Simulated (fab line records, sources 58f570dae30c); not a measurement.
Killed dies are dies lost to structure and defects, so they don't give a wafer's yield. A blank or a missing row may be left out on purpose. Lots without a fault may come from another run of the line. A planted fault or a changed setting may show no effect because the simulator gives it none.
Problem report in the 8D (eight disciplines) form, filled by code | flow berkeley_cmos170 | the parts of the form that need people (team, actions taken, sign-off) are left out

1. THE PROBLEM
NSD_RS at UCB170_SDANNEAL_RS_MEAS_03 reads a mean of 39.48 ohm/sq on 9 wafers of 3 lots; wafers without a fault read 37.25 ohm/sq with a standard deviation of 0.082. That is +27 standard deviations from the usual mean.
The step: measures by four-point-probe.
First seen on wafer L245.2, day 9 17:38, on film_metro-04. The record holds 45 wafers of 15 lots with a number at this step. Rule for "out", or "out of limits": more than 4 standard deviations from the usual mean. The other wafers with a number count as sound.

2. WHAT IT IS AND WHAT IT IS NOT
question                    | is                           | is not
which readings at this step | NSD_RS                       | -
which lots                  | L245, L248, L249             | L238, L239, L240, L241, L244, L251, L252, L254, L258, L259, L260, L261
which wafers of those lots  | all that have a number       | -
read on which gauges        | film_metro-01, film_metro-04 | film_metro-03
when                        | from day 9 17:38             | up to then (15 sound wafers); but 21 sound wafers of L251, L252, L254, L258, L259, L260, L261 came after

3. SUSPECTS, AND WHAT RULES EACH OUT
Counting: a tool at a process step up to the reading stays a suspect if it ran every lot that is out and no sound lot after the first of them.
- the gauge at UCB170_SDANNEAL_RS_MEAS_03: ruled out. The wafers that are out were read on 2 gauges (film_metro-01, film_metro-04).
- implanter-02 at UCB170_NSD_IMPLANT_08: ruled out as a lasting fault. Sound lots L260 ran on it after its first lot that is out, L245 (day 9 14:50).
Left after counting: nothing in the record.

4. THE CAUSE (what the simulator had put in)
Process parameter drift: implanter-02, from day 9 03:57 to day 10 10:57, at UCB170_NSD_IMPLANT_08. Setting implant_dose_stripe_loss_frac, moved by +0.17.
Counting ruled it out, wrongly: the rule takes a fault to strike every lot that its tool runs from its start on, and this one did not.

5. THE CHAIN OF EFFECTS, in route order
Each row: a reading whose mean over the struck wafers that have a number lies more than 3 standard deviations from the usual. Only readings for which the record gives a usual standard deviation are gone through. hours: the time from each lot's start at the first step in this table that gives one to its start at this step, as a median over the lots. sigmas: the change in usual standard deviations.
hours | step                       | reading                  | usual        | on struck wafers | change | sigmas
0     | UCB170_NSD_STRIP_09        | strip_time_to_endpoint_s | 35.22 s      | 34.08            | -1.14  | -12
2     | UCB170_SDANNEAL_RS_MEAS_03 | NSD_RS                   | 37.25 ohm/sq | 39.48            | +2.23  | +27
The process steps in it:
- UCB170_NSD_STRIP_09: strips in O2.

6. WHAT WOULD HAVE CAUGHT IT SOONER
In this record the first reading out of limits at a measuring or inspecting step was taken at day 9 17:38, 14 hours after the fault began at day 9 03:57.
